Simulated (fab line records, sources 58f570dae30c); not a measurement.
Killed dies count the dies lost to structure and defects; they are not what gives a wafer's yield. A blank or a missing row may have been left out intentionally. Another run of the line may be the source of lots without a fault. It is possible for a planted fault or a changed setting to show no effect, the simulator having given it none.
Check for tools in common	flow berkeleyCmos170	Lots sampled 14, wafers sampled 42

## REASON FOR OPENING
UCB170_NLDD_TW_MEAS_11, reading NLDD_TW: flagged on 2 of 14 lots. Fault-free wafers read 2211, with a standard deviation of 21.
Rule: a lot is flagged when every wafer of it that has a number lies more than 4 standard deviations from that mean, or none has a number. All remaining lots are regarded as sound.

lot	measured	on	NLDD_TW, wafer by wafer	flag
L396	day 7 21:44	filmMetro-01	2183 2191 2178	
L393	day 7 22:01	filmMetro-01	2193 2178 2178	
L394	day 7 22:56	filmMetro-04	2250 2251 2242	
L395	day 7 23:10	filmMetro-01	2192 2200 2185	
L398	day 8 08:40	filmMetro-04	2222 2222 2233	
L399	day 8 08:56	filmMetro-04	2219 2224 2223	
L397	day 8 15:32	filmMetro-01	2184 2179 2186	
L402	day 9 03:55	filmMetro-04	2219 2222 2224	
L403	day 9 04:15	filmMetro-01	2084 2090 2093	FLAGGED
L408	day 9 18:37	filmMetro-01	2092 2078 2087	FLAGGED
L409	day 11 01:58	filmMetro-03	2220 2209 2217	
L412	day 11 02:08	filmMetro-03	2215 2211 2211	
L415	day 11 16:34	filmMetro-04	2254 2234 2240	
L414	day 11 17:11	filmMetro-04	2247 2250 2233	
On average the flagged lots' numbers are 2087, which is -124 against the usual, or -6 standard deviations.

## LOT BY LOT: THE TOOL USED
Before the reading, the record contains 2 process steps out of a 331-step route. Cell contents, in order: the tool; ch with the chambers the sampled wafers went through; the start.
lot	flag	UCB170_PVT_STRIP_08	UCB170_NLDD_IMPLANT_08
L396		plasmaAsher-04 ch 0, day 7 03:08	implanter-04 ch 0, day 7 21:20
L393		plasmaAsher-02 ch 0,1, day 7 02:53	implanter-03 ch 0, day 7 21:40
L394		plasmaAsher-03 ch 0,1, day 7 06:40	implanter-03 ch 0, day 7 22:33
L395		plasmaAsher-04 ch 0, day 7 06:23	implanter-02 ch 0, day 7 22:47
L398		plasmaAsher-02 ch 0,1, day 7 10:49	implanter-03 ch 0, day 8 08:16
L399		plasmaAsher-03 ch 0,1, day 7 10:56	implanter-04 ch 0, day 8 08:32
L397		plasmaAsher-04 ch 0,1, day 7 15:44	implanter-04 ch 0, day 8 15:08
L402		plasmaAsher-02 ch 0,1, day 8 10:13	implanter-03 ch 0, day 9 03:31
L403	FLAGGED	plasmaAsher-02 ch 0,1, day 8 11:19	implanter-04 ch 0, day 9 03:54
L408	FLAGGED	plasmaAsher-02 ch 0,1, day 9 01:50	implanter-04 ch 0, day 9 18:13
L409		plasmaAsher-03 ch 0,1, day 10 03:57	implanter-02 ch 0, day 11 01:35
L412		plasmaAsher-03 ch 0,1, day 10 08:37	implanter-03 ch 0, day 11 01:46
L415		plasmaAsher-03 ch 0,1, day 10 22:47	implanter-03 ch 0, day 11 16:11
L414		plasmaAsher-02 ch 1, day 10 23:08	implanter-02 ch 0, day 11 16:48
These steps, and what they do:
- UCB170_PVT_STRIP_08: strips in O2.
- UCB170_NLDD_IMPLANT_08
- UCB170_NLDD_TW_MEAS_11

## FLAGGED OVER TOTAL, TOOL BY TOOL (the gauges that took the reading come last)
step	tool	lots run	flagged	share of the flagged lots	sound lots run after its first flagged lot
UCB170_PVT_STRIP_08	plasmaAsher-02	6	2	all	1 (L414)
UCB170_PVT_STRIP_08	plasmaAsher-03	5	0	none	-
UCB170_PVT_STRIP_08	plasmaAsher-04	3	0	none	-
UCB170_NLDD_IMPLANT_08	implanter-02	3	0	none	-
UCB170_NLDD_IMPLANT_08	implanter-03	6	0	none	-
UCB170_NLDD_IMPLANT_08	implanter-04	5	2	all	0
UCB170_NLDD_TW_MEAS_11	filmMetro-01	6	2	all	0
UCB170_NLDD_TW_MEAS_11	filmMetro-03	2	0	none	-
UCB170_NLDD_TW_MEAS_11	filmMetro-04	6	0	none	-

## WHAT THE TABLE ALLOWS
plasmaAsher-02 at UCB170_PVT_STRIP_08, implanter-04 at UCB170_NLDD_IMPLANT_08 and filmMetro-01 at UCB170_NLDD_TW_MEAS_11: these 3 rows of the table ran every flagged lot.
- plasmaAsher-02 at UCB170_PVT_STRIP_08 ran 6 lots, 2 of them flagged. Lots that were sound ran on it after the first flagged one (L414); a persistent fault on the entire tool would not allow that.
- implanter-04 at UCB170_NLDD_IMPLANT_08 ran 5 lots, 2 of them flagged. Last sound lot L397 at day 8 15:08, first flagged lot L403 at day 9 03:54; a fault beginning in between fits. Its own readings lie more than 4 standard deviations out on every wafer of the flagged lots: beamEnergyKeV.
- filmMetro-01 at UCB170_NLDD_TW_MEAS_11 ran 6 lots, 2 of them flagged. Last sound lot L397 at day 8 15:32, first flagged lot L403 at day 9 04:15; a fault beginning in between fits.
A lot count leaves these 2 tools indistinguishable: every one of them fits a fault beginning at some hour. More lots, or a look at what each step does to the wafer, might.

## WHAT THE SIMULATOR PUT IN
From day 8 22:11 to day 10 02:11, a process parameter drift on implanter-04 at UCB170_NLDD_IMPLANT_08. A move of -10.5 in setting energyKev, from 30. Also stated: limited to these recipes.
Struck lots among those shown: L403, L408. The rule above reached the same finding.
